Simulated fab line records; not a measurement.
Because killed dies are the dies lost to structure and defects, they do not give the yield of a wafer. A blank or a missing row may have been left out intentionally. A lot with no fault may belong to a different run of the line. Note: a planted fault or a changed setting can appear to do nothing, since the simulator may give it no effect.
fab line records | flow ritCmos
record: lots: 7 wafers: 21 lastDay: 7
route steps=202 shown SPACER@127 NSD@131 PSD@142 SDANNEAL@153 PLDD@159 M1@202
lots that met no fault: from a run of the same line without faults
startH: hours from the record's first day to the start of the lot's first wafer shown | waitH: hours elapsed since this lot's preceding step | " unchanged from the row above | L1.1+2: a row that stands for several wafers | - no value, or no start was given | * or withheld: withheld | < > ~ a bound
route shown NAME@n: NAME is a module with steps in the file, n the number in the route of the first one | usual: mean and standard deviation over wafers with no fault | same: alike in all rows | chamber/n: place in a boat | sites: per-site readings | _std_site: the standard deviation of these | _edge_site: the outer-site mean with the inner-site mean subtracted | radiusMm: for every site, how far away it sits from the centre of the wafer | mask NAME#n: copy n | behind: the most recent tool/chamber to have shaped the wafer | hold: reason for holding the lot/hours on hold/outcome of the hold | device: whichever transistor did not switch (one of n, p or np) | end of line: the same wafers' tests at the end of the route | for a step that has no rows: nothing shown but its recipe | killed: the dies lost at the first sort to structure and to defects; this is not the yield of the wafer | map: per-die view of a wafer (x killed, . not killed, _ where there is no die)
set.NAME: the setting the step ran with; set.NAME@STEP: the setting that earlier step ran with | model.NAME: the simulator's own value behind a step, which no gauge read
lots at selected steps of the route; one table per step, one row per wafer
services: the hour from which a tool's chamber was out of use, counted from the record's first day as startH (under 0 if before that day), plus the number of hours and why
== steps ==
step: RIT_SPACER_CLEAN_02
recipe: chemistry: SC2 mix: 3:3:50 timeS: 600 tempC: 75 dry: n2Spin
step: RIT_SPACER_CVD_03
recipe: material: Si3N4 targetThkNm: 250 tempC: 810 precursor: SiH2Cl2/NH3 timeS: 3300 pressureMtorr: 300 sih2cl2FlowSccm: 60 nh3FlowSccm: 150
step: RIT_SPACER_THK_MEAS_04
recipe: reads: Si3N4_of_SPACER_CVD_03
usual: SPACER_NITRIDE_THK: 249.8/2.3
columns lot.wafer tool chamber startH waitH SPACER_NITRIDE_THK[nm]
L995.1 filmMetro-03 - 61.29 0.0 252.6
L995.3 " - " " 249.0
L995.4 " - " " 251.6
L997.3 filmMetro-04 - 74.72 0.0 252.9
L997.4 " - " " 250.8
L997.6 " - " " 250.6
L100.2 filmMetro-04 - 81.30 0.0 249.5
L100.4 " - " " 250.1
L100.5 " - " " 251.7
L101.1 filmMetro-04 - 87.92 0.0 250.5
L101.5 " - " " 253.2
L101.6 " - " " 251.0
L109.1 filmMetro-03 - 127.24 0.0 248.9
L109.3 " - " " 246.3
L109.4 " - " " 248.5
L112.1 filmMetro-01 - 143.49 0.0 252.3
L112.4 " - " " 252.8
L112.5 " - " " 254.0
L115.1 filmMetro-03 - 158.07 0.0 253.0
L115.3 " - " " 252.3
L115.6 " - " " 252.2
step: RIT_SPACER_ETCHBACK_05
recipe: targetDepthA: 2500 SF6_flow_sccm: 30 CHF3_flow_sccm: 30 target: Si3N4 chemistry: SF6/CHF3 pressureMtorr: 40 rfW: 250 timeS: 240 stopOn: SiO2
usual: SF6_flow_sccm: 29.99/0.1 drypumpMotorCurrentA: 5.7/0.48 oesProductAu: 0.846/0.014 rfFwdPowerW: 249.4/0.81 throttleValvePct: 10.33/0.13
columns lot.wafer tool chamber startH waitH SF6_flow_sccm drypumpMotorCurrentA oesProductAu rfFwdPowerW rfHoursCounterH throttleValvePct
L995.1 rieDiel-02 3 61.35 0.1 30.00 5.3 0.841 249.3 4 10.43
L995.3 " 2 " " 30.00 5.4 0.834 249.7 101 10.32
L995.4 " 0 " " 30.10 5.2 0.867 250.1 1 10.34
L997.3 rieDiel-02 0 74.76 0.0 29.95 5.2 0.868 250.2 2 10.36
L997.4 " 1 " " 30.03 4.7 0.845 248.6 162 10.13
L997.6 " 1 " " 30.17 4.7 0.836 250.1 - 10.14
L100.2 rieDiel-04 0 81.35 0.0 29.99 6.5 0.858 250.8 3 10.23
L100.4 " 3 " " 30.03 6.3 0.864 250.5 - 10.33
L100.5 " 2 " " 30.13 6.0 0.848 248.7 - 10.55
L101.1 rieDiel-01 2 87.98 0.1 29.78 5.4 0.851 249.4 81 10.46
L101.5 " 2 " " 29.54 5.4 0.859 249.5 - 10.48
L101.6 " 1 " " 29.99 5.8 0.833 249.3 - 10.39
L109.1 rieDiel-01 1 127.30 0.1 30.14 5.8 0.845 249.9 0 10.42
L109.3 " 0 " " 30.08 5.6 0.831 249.0 21 10.09
L109.4 " 3 " " 30.15 5.5 0.825 249.3 123 10.33
L112.1 rieDiel-02 3 143.55 0.1 30.03 5.3 0.848 250.4 6 10.42
L112.4 " 2 " " 30.05 5.4 0.843 248.4 102 10.31
L112.5 " 0 " " 30.02 5.2 0.875 249.5 - 10.36
L115.1 rieDiel-01 0 158.13 0.1 29.84 5.7 0.847 247.9 22 10.09
L115.3 " 2 " " 30.18 5.4 0.849 248.5 83 10.46
L115.6 " 2 " " 30.22 5.4 0.854 248.6 - 10.45
step: RIT_NSD_HMDS_00
recipe: primeTimeS: 60 primeTempC: 140
step: RIT_NSD_COAT_01
recipe: resist: NOVOLAK spinRpm: 3250 resistThkNm: 1000
step: RIT_NSD_SOFTBAKE_02
recipe: resist: NOVOLAK tempC: 90 timeS: 60
step: RIT_NSD_EXPOSE_03
recipe: maskId: M9 na: 0.57 targetCdNm: 40700 doseMj: 250
step: RIT_NSD_PEB_04
recipe: resist: NOVOLAK tempC: withheld timeS: withheld
step: RIT_NSD_DEVELOP_05
recipe: resist: NOVOLAK developTimeS: 50 devTempC: 23
step: RIT_NSD_OVL_MEAS_06
usual: NSD_OVL: -0.3/1.7
columns lot.wafer tool chamber startH waitH NSD_OVL[nm]
L995.1 overlay-01 - 62.35 - -0.1
L995.3 " - " " -1.0
L995.4 " - " " -1.5
L997.3 overlay-02 - 75.77 - -1.2
L997.4 " - " " -0.1
L997.6 " - " " -2.1
L100.2 overlay-02 - 82.35 - -0.3
L100.4 " - " " 0.0
L100.5 " - " " -1.0
L101.1 overlay-01 - 88.98 - -1.1
L101.5 " - " " -1.5
L101.6 " - " " -1.3
L109.1 overlay-02 - 128.42 - -0.2
L109.3 " - " " -0.8
L109.4 " - " " -0.9
L112.1 overlay-02 - 144.66 - -1.3
L112.4 " - " " 0.2
L112.5 " - " " -1.3
L115.1 overlay-01 - 159.32 - -0.8
L115.3 " - " " -1.1
L115.6 " - " " -2.1
step: RIT_NSD_HARDBAKE_07
recipe: resist: NOVOLAK tempC: 140 timeS: 60
step: RIT_NSD_IMPLANT_08
recipe: species: P energyKev: 25 doseCm2: 1e+15 tiltDeg: 7
columns lot.wafer tool chamber startH waitH
L995.1+3+4 implanter-03 0 62.53 0.1
L995.1+3+4 implanter-03 0 62.85 0.3
L997.3+4+6 implanter-02 0 76.00 0.1
L100.2+4+5 implanter-01 0 82.56 0.1
L100.2+4+5 implanter-01 0 82.88 0.3
L101.1+5+6 implanter-01 0 89.16 0.1
L101.1+5+6 implanter-01 0 89.48 0.3
L109.1+3+4 implanter-03 0 128.61 0.1
L112.1+4+5 implanter-03 0 144.84 0.1
L115.1+3+6 implanter-03 0 159.50 0.1
step: RIT_NSD_STRIP_09
recipe: chemistry: O2 timeS: 180 resist: NOVOLAK platenTempC: withheld powerW: 500 pressureMtorr: 4000 o2FlowSccm: 4000
usual: drypumpMotorCurrentA: 5.7/0.67
columns lot.wafer tool chamber startH waitH drypumpMotorCurrentA rfHoursCounterH
L995.1 plasmaAsher-02 0 63.00 0.1 6.2 43
L995.3 " 0 " " 6.2 -
L995.4 " 1 " " 4.9 -
L997.3 plasmaAsher-03 0 76.16 0.1 5.5 -
L997.4 " 1 " " 5.5 -
L997.6 " 0 " " 5.6 -
L100.2 plasmaAsher-01 0 83.00 0.1 6.5 41
L100.4 " 1 " " 5.0 -
L100.5 " 1 " " 5.0 -
L101.1 plasmaAsher-01 1 89.63 0.1 5.0 42
L101.5 " 1 " " 5.0 -
L101.6 " 0 " " 6.6 -
L109.1 plasmaAsher-01 0 128.76 0.1 6.5 46
L109.3 " 1 " " 5.0 -
L109.4 " 0 " " 6.5 -
L112.1 plasmaAsher-02 0 144.99 0.1 6.2 3
L112.4 " 1 " " 4.9 -
L112.5 " 0 " " 6.2 -
L115.1 plasmaAsher-02 0 159.65 0.1 6.2 5
L115.3 " 1 " " 4.9 -
L115.6 " 1 " " 4.9 -
step: RIT_NSD_TW_MEAS_10
usual: NSD_TW: 3123/13
columns lot.wafer tool chamber startH waitH NSD_TW
L995.1 filmMetro-03 - 63.18 0.1 3532
L995.3 " - " " 3555
L995.4 " - " " 3558
L997.3 filmMetro-03 - 76.29 0.1 3133
L997.4 " - " " 3112
L997.6 " - " " 3125
L100.2 filmMetro-04 - 83.19 0.1 3537
L100.4 " - " " 3551
L100.5 " - " " 3558
L101.1 filmMetro-03 - 89.81 0.1 3550
L101.5 " - " " 3547
L101.6 " - " " 3560
L109.1 filmMetro-02 - 128.93 0.1 3105
L109.3 " - " " 3105
L109.4 " - " " 3088
L112.1 filmMetro-02 - 145.17 0.1 3122
L112.4 " - " " 3119
L112.5 " - " " 3116
L115.1 filmMetro-04 - 159.83 0.1 3138
L115.3 " - " " 3121
L115.6 " - " " 3136
step: RIT_PSD_HMDS_00
recipe: primeTimeS: 60 primeTempC: 140
step: RIT_PSD_COAT_01
recipe: resist: NOVOLAK spinRpm: 3250 resistThkNm: 1000
step: RIT_PSD_SOFTBAKE_02
recipe: resist: NOVOLAK tempC: 90 timeS: 60
step: RIT_PSD_EXPOSE_03
recipe: maskId: M10 na: 0.57 targetCdNm: 40900 doseMj: 250
step: RIT_PSD_PEB_04
recipe: resist: NOVOLAK tempC: withheld timeS: withheld
step: RIT_PSD_DEVELOP_05
recipe: resist: NOVOLAK developTimeS: 50 devTempC: 23
step: RIT_PSD_OVL_MEAS_06
usual: PSD_OVL: 0.9/1.4
columns lot.wafer tool chamber startH waitH PSD_OVL[nm]
L995.1 overlay-02 - 64.64 - -1.7
L995.3 " - " " -2.0
L995.4 " - " " -1.3
L997.3 overlay-02 - 77.32 - 1.0
L997.4 " - " " 1.4
L997.6 " - " " 0.3
L100.2 overlay-02 - 84.50 - -1.0
L100.4 " - " " -1.3
L100.5 " - " " -0.5
L101.1 overlay-02 - 90.80 - 2.2
L101.5 " - " " 2.8
L101.6 " - " " 4.2
L109.1 overlay-01 - 129.88 - -0.1
L109.3 " - " " 1.1
L109.4 " - " " -0.2
L112.1 overlay-02 - 146.20 - -0.1
L112.4 " - " " -0.5
L112.5 " - " " -0.7
L115.1 overlay-01 - 160.74 - 1.3
L115.3 " - " " 2.2
L115.6 " - " " 2.0
step: RIT_PSD_HARDBAKE_07
recipe: resist: NOVOLAK tempC: 140 timeS: 60
step: RIT_PSD_IMPLANT_08
recipe: species: BF2 energyKev: 27 doseCm2: 5e+15 tiltDeg: 7
step: RIT_PSD_STRIP_09
recipe: chemistry: O2 timeS: 180 resist: NOVOLAK platenTempC: withheld powerW: 500 pressureMtorr: 4000 o2FlowSccm: 4000
usual: drypumpMotorCurrentA: 5.6/0.63
columns lot.wafer tool chamber startH waitH drypumpMotorCurrentA rfHoursCounterH
L995.1 plasmaAsher-04 0 65.09 0.1 6.0 43
L995.3 " 0 " " 6.0 -
L995.4 " 1 " " 5.3 -
L997.3 plasmaAsher-02 0 77.70 0.1 6.2 -
L997.4 " 1 " " 4.9 -
L997.6 " 0 " " 6.2 -
L100.2 plasmaAsher-02 0 84.90 0.1 6.3 45
L100.4 " 1 " " 4.9 -
L100.5 " 1 " " 4.9 -
L101.1 plasmaAsher-01 0 91.13 0.1 6.5 42
L101.5 " 0 " " 6.5 -
L101.6 " 1 " " 5.0 -
L109.1 plasmaAsher-04 0 130.22 0.1 6.0 51
L109.3 " 0 " " 6.0 -
L109.4 " 1 " " 5.3 -
L112.1 plasmaAsher-02 1 146.54 0.1 4.9 3
L112.4 " 0 " " 6.2 -
L112.5 " 1 " " 4.9 -
L115.1 plasmaAsher-02 1 161.07 0.1 4.9 5
L115.3 " 1 " " 4.9 -
L115.6 " 0 " " 6.2 -
step: RIT_PSD_TW_MEAS_10
usual: PSD_TW: 3429/15
columns lot.wafer tool chamber startH waitH PSD_TW
L995.1 filmMetro-03 - 65.26 0.1 3438
L995.3 " - " " 3422
L995.4 " - " " 3438
L997.3 filmMetro-03 - 77.84 0.1 3441
L997.4 " - " " 3434
L997.6 " - " " 3423
L100.2 filmMetro-04 - 85.13 0.2 3444
L100.4 " - " " 3454
L100.5 " - " " 3447
L101.1 filmMetro-03 - 91.31 0.1 3425
L101.5 " - " " 3428
L101.6 " - " " 3420
L109.1 filmMetro-02 - 130.39 0.1 3417
L109.3 " - " " 3408
L109.4 " - " " 3399
L112.1 filmMetro-02 - 146.71 0.1 3418
L112.4 " - " " 3419
L112.5 " - " " 3411
L115.1 filmMetro-03 - 161.25 0.1 3449
L115.3 " - " " 3425
L115.6 " - " " 3442
step: RIT_SDANNEAL_CLEAN_00
recipe: chemistry: SC1 mix: 3:3:50 timeS: 600 tempC: 75
step: RIT_SDANNEAL_CLEAN_01
recipe: chemistry: dHF dilution: 50:1 timeS: 30
step: RIT_SDANNEAL_CLEAN_02
recipe: chemistry: SC2 mix: 3:3:50 timeS: 600 tempC: 75 dry: n2Spin
step: RIT_SDANNEAL_RTA_03
recipe: tempC: 1050 timeS: 5 idleTempC: 600 rampUpCPerS: 342 rampDownCPerS: 171 coolToC: 600 ambient: N2
usual: wafer_temp_C_max: 1053.3/0.96
columns lot.wafer tool chamber startH waitH wafer_temp_C_max
L995.1 rtpAnneal-01 0 65.81 0.0 1053.5
L995.3 " 0 " " 1054.1
L995.4 " 0 " " 1054.9
L997.3 rtpAnneal-01 0 78.28 0.0 1053.7
L997.4 " 0 " " 1052.8
L997.6 " 0 " " 1053.1
L100.2 rtpAnneal-02 0 85.56 0.0 1051.9
L100.4 " 0 " " 1051.2
L100.5 " 0 " " 1052.9
L101.1 rtpAnneal-01 0 91.79 0.0 1052.1
L101.5 " 0 " " 1053.5
L101.6 " 0 " " 1052.8
L109.1 rtpAnneal-01 0 131.19 0.0 1054.0
L109.3 " 0 " " 1052.8
L109.4 " 0 " " 1052.8
L112.1 rtpAnneal-02 0 147.14 0.0 1052.4
L112.4 " 0 " " 1054.4
L112.5 " 0 " " 1055.5
L115.1 rtpAnneal-01 0 161.71 0.0 1052.6
L115.3 " 0 " " 1054.0
L115.6 " 0 " " 1053.1
step: RIT_SDANNEAL_RS_MEAS_04
recipe: thkMeasGauge: four-point-probe
usual: PSD_RS: 115.93/0.29
columns lot.wafer tool chamber startH waitH PSD_RS[ohm/sq]
L995.1 filmMetro-03 - 65.87 0.0 116.07
L995.3 " - " " 116.06
L995.4 " - " " 115.81
L997.3 filmMetro-04 - 78.36 0.1 116.09
L997.4 " - " " 115.83
L997.6 " - " " 115.77
L100.2 filmMetro-02 - 85.62 0.1 115.68
L100.4 " - " " 116.04
L100.5 " - " " 115.80
L101.1 filmMetro-02 - 91.85 0.0 115.86
L101.5 " - " " 115.97
L101.6 " - " " 115.75
L109.1 filmMetro-02 - 131.25 0.0 115.45
L109.3 " - " " 115.16
L109.4 " - " " 115.95
L112.1 filmMetro-03 - 147.20 0.0 116.37
L112.4 " - " " 116.13
L112.5 " - " " 116.14
L115.1 filmMetro-04 - 161.76 0.0 115.66
L115.3 " - " " 115.85
L115.6 " - " " 115.60
step: RIT_SDANNEAL_RS_MEAS_05
recipe: thkMeasGauge: four-point-probe
usual: NSD_RS: 84.45/0.27
columns lot.wafer tool chamber startH waitH NSD_RS[ohm/sq]
L995.1 filmMetro-03 - 65.99 0.1 52.61
L995.3 " - " " 52.18
L995.4 " - " " 52.27
L997.3 filmMetro-04 - 78.48 0.1 84.15
L997.4 " - " " 84.26
L997.6 " - " " 84.26
L100.2 filmMetro-02 - 85.74 0.1 52.23
L100.4 " - " " 52.24
L100.5 " - " " 52.12
L101.1 filmMetro-02 - 91.97 0.1 52.13
L101.5 " - " " 52.14
L101.6 " - " " 52.11
L109.1 filmMetro-02 - 131.37 0.1 84.30
L109.3 " - " " 84.46
L109.4 " - " " 84.57
L112.1 filmMetro-03 - 147.32 0.1 84.18
L112.4 " - " " 84.29
L112.5 " - " " 84.22
L115.1 filmMetro-04 - 161.88 0.1 84.38
L115.3 " - " " 84.46
L115.6 " - " " 84.26
step: RIT_SDANNEAL_RS_MEAS_06
recipe: thkMeasGauge: four-point-probe
usual: PLDD_RS: 178.7/0.44
columns lot.wafer tool chamber startH waitH PLDD_RS[ohm/sq]
L995.1 filmMetro-03 - 66.22 0.2 178.7
L995.3 " - " " 179.4
L995.4 " - " " 179.4
L997.3 filmMetro-04 - 78.60 0.1 179.1
L997.4 " - " " 179.3
L997.6 " - " " 179.3
L100.2 filmMetro-02 - 85.86 0.1 178.6
L100.4 " - " " 179.1
L100.5 " - " " 179.1
L101.1 filmMetro-02 - 92.09 0.1 178.6
L101.5 " - " " 178.7
L101.6 " - " " 178.7
L109.1 filmMetro-02 - 131.49 0.1 178.9
L109.3 " - " " 178.4
L109.4 " - " " 178.8
L112.1 filmMetro-03 - 147.44 0.1 178.9
L112.4 " - " " 178.8
L112.5 " - " " 179.0
L115.1 filmMetro-04 - 162.00 0.1 177.9
L115.3 " - " " 178.1
L115.6 " - " " 177.9
step: RIT_M1_PROBE_99
usual: killed_at_M0_to_M3: 0.0/0.12 killedAtContacts: 0.0/0.22 killedAtFrontEnd: 7/3.1 killedDies: 7/3.1 killedOpen: 3.5/2.2 killedShort: 3.3/1.9
same: grossDies: 264 killed_at_M4_up: 0 killedAtBackSide: 0 killedAtOther: 0
columns lot.wafer tool chamber startH waitH killed_at_M0_to_M3 killedAtContacts killedAtFrontEnd killedDies killedOpen killedShort
L995.1 prober-02 - 74.36 0.1 0 0 8 8 6 2
L995.3 prober-02 - 74.46 0.2 0 0 6 6 1 5
L995.4 prober-02 - 74.51 0.2 0 1 3 4 1 3
L997.3 prober-01 - 86.37 0.2 0 0 2 2 2 0
L997.4 prober-01 - 86.42 0.2 0 0 2 2 1 1
L997.6 prober-01 - 86.52 0.2 0 0 10 10 5 5
L100.2 prober-02 - 94.03 0.1 0 0 6 6 4 2
L100.4 prober-02 - 94.13 0.2 0 0 7 7 2 5
L100.5 prober-02 - 94.18 0.2 0 0 7 7 5 2
L101.1 prober-01 - 99.89 0.1 0 0 7 7 2 5
L101.5 prober-01 - 100.09 0.2 0 0 4 4 3 1
L101.6 prober-01 - 100.14 0.2 0 0 7 7 4 3
L109.1 prober-01 - 138.80 0.1 0 0 8 8 6 2
L109.3 prober-01 - 138.90 0.2 0 1 7 8 2 6
L109.4 prober-01 - 138.95 0.2 0 0 10 10 8 2
L112.1 prober-02 - 154.56 0.1 0 1 3 4 3 1
L112.4 prober-02 - 154.71 0.2 0 0 5 5 1 4
L112.5 prober-02 - 154.76 0.2 0 0 4 4 2 2
L115.1 prober-01 - 169.08 0.1 0 0 4 4 4 0
L115.3 prober-01 - 169.18 0.2 1 0 3 4 1 3
L115.6 prober-01 - 169.33 0.2 0 0 4 4 1 3
killed by level:class
L995.1 FOX1:geometricParticle:open=3 GATE:geometricParticle:open=1 GATE:geometricParticle:short=1 REOX:geometricParticle:open=1 REOX:geometricParticle:short=1 SILICIDE:geometricParticle:open=1
L995.3 GATE:geometricParticle:short=2 REOX:geometricParticle:short=2 ACTIVE:geometricParticle:open=1 FOX1:geometricParticle:short=1
L995.4 GATE:geometricParticle:short=2 FOX1:geometricParticle:short=1 CONTACT:geometricParticle:open=1
L997.3 REOX:geometricParticle:open=1 SPACER:geometricParticle:open=1
L997.4 GATE:geometricParticle:short=1 REOX:geometricParticle:open=1
L997.6 GATE:geometricParticle:short=4 GATE:geometricParticle:open=3 SILICIDE:geometricParticle:open=2 SPACER:geometricParticle:short=1
L100.2 REOX:geometricParticle:open=2 GATE:geometricParticle:short=1 GATE:geometricParticle:open=1 SILICIDE:geometricParticle:open=1 SILICIDE:geometricParticle:short=1
L100.4 GATE:geometricParticle:short=2 FOX1:geometricParticle:open=1 FOX1:geometricParticle:short=1 REOX:geometricParticle:open=1 REOX:geometricParticle:short=1 SILICIDE:geometricParticle:short=1
L100.5 GATE:geometricParticle:short=2 GATE:geometricParticle:open=2 REOX:geometricParticle:open=2 SPACER:geometricParticle:open=1
L101.1 REOX:geometricParticle:short=4 GATE:geometricParticle:short=1 REOX:geometricParticle:open=1 SILICIDE:geometricParticle:open=1
L101.5 REOX:geometricParticle:open=2 FOX1:geometricParticle:open=1 GATE:geometricParticle:short=1
L101.6 FOX1:geometricParticle:open=1 GATE:geometricParticle:open=1 REOX:geometricParticle:short=1 REOX:geometricParticle:open=1 SPACER:geometricParticle:short=1 SILICIDE:geometricParticle:open=1 SILICIDE:geometricParticle:short=1
L109.1 SPACER:geometricParticle:open=3 GATE:geometricParticle:short=2 FOX1:geometricParticle:open=1 GATE:geometricParticle:open=1 REOX:geometricParticle:open=1
L109.3 REOX:geometricParticle:short=3 GATE:geometricParticle:short=1 GATE:geometricParticle:open=1 SPACER:geometricParticle:short=1 SILICIDE:geometricParticle:open=1 CONTACT:geometricParticle:short=1
L109.4 GATE:geometricParticle:open=3 FOX1:geometricParticle:open=2 SILICIDE:geometricParticle:open=2 GATE:geometricParticle:short=1 REOX:geometricParticle:open=1 SPACER:geometricParticle:short=1
L112.1 SPACER:geometricParticle:open=1 SILICIDE:geometricParticle:open=1 SILICIDE:geometricParticle:short=1 CONTACT:geometricParticle:open=1
L112.4 SILICIDE:geometricParticle:short=2 FOX1:geometricParticle:short=1 FOX2:geometricParticle:open=1 GATE:geometricParticle:short=1
L112.5 GATE:geometricParticle:open=2 GATE:geometricParticle:short=1 SILICIDE:geometricParticle:short=1
L115.1 REOX:geometricParticle:open=2 GATE:geometricParticle:open=1 SPACER:geometricParticle:open=1
L115.3 ACTIVE:geometricParticle:short=1 REOX:geometricParticle:short=1 SILICIDE:geometricParticle:open=1 M1:geometricParticle:short=1
L115.6 FOX2:geometricParticle:short=1 GATE:geometricParticle:short=1 REOX:geometricParticle:short=1 SILICIDE:geometricParticle:open=1
== services ==
columns tool chamber startH hours kind
implanter-01 - 38.01 2.9 repair
rieDiel-04 2 61.87 1.7 repair
implanter-03 - 79.07 1.1 repair
plasmaAsher-02 - 80.01 1.5 repair
rieDiel-02 1 82.89 - clean
rieDiel-02 1 82.89 17.1 scheduledDown
rieDiel-02 2 96.00 14.4 repair
plasmaAsher-04 - 99.22 2.8 pm
rieDiel-04 3 105.22 3.5 repair
plasmaAsher-02 - 108.75 9.0 pm
plasmaAsher-02 0 108.75 9.0 ventCycle
plasmaAsher-02 1 108.75 9.0 ventCycle
implanter-01 - 108.82 1.0 repair
implanter-01 - 113.45 3.3 repair
plasmaAsher-03 - 114.53 2.8 pm
plasmaAsher-02 0 117.75 - clean
plasmaAsher-02 1 117.75 - clean
rieDiel-02 - 117.91 2.8 pm
implanter-01 - 124.49 5.1 repair
rieDiel-04 0 132.72 22.1 repair
plasmaAsher-02 - 137.37 1.0 repair
implanter-01 - 140.37 3.2 repair
plasmaAsher-01 - 140.96 4.8 repair
implanter-03 - 142.94 0.9 repair
== key ==
firstSign: step: RIT_NSD_IMPLANT_08 reading: visit direction: added
effect: step: RIT_NSD_TW_MEAS_10 reading: NSD_TW direction: up sigmas: 32 usual: 3123 struck: 3550
effect: step: RIT_SDANNEAL_RS_MEAS_05 reading: NSD_RS direction: down sigmas: 99+ usual: 84.45 struck: 52.23
metAt RIT_NSD_IMPLANT_08
struckWafers L995.1,L995.3,L995.4,L100.2,L100.4,L100.5,L101.1,L101.5,L101.6
testerLeftOut L995,L100,L101
fault: kind: repeatedStepWhole tool: implanter-01,implanter-02,implanter-03 chamber: - onsetH: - steps: RIT_NSD_IMPLANT_08 times: 1 scope: struckLotsOnly
testerLeftOut: of these lots the tester's yield and bins aren't shown, on N5 and GAA mostly nor the transistor test; their killed dies are dies lost to structure and defects alone, not to doping, threshold or leakage, so they don't give the yield
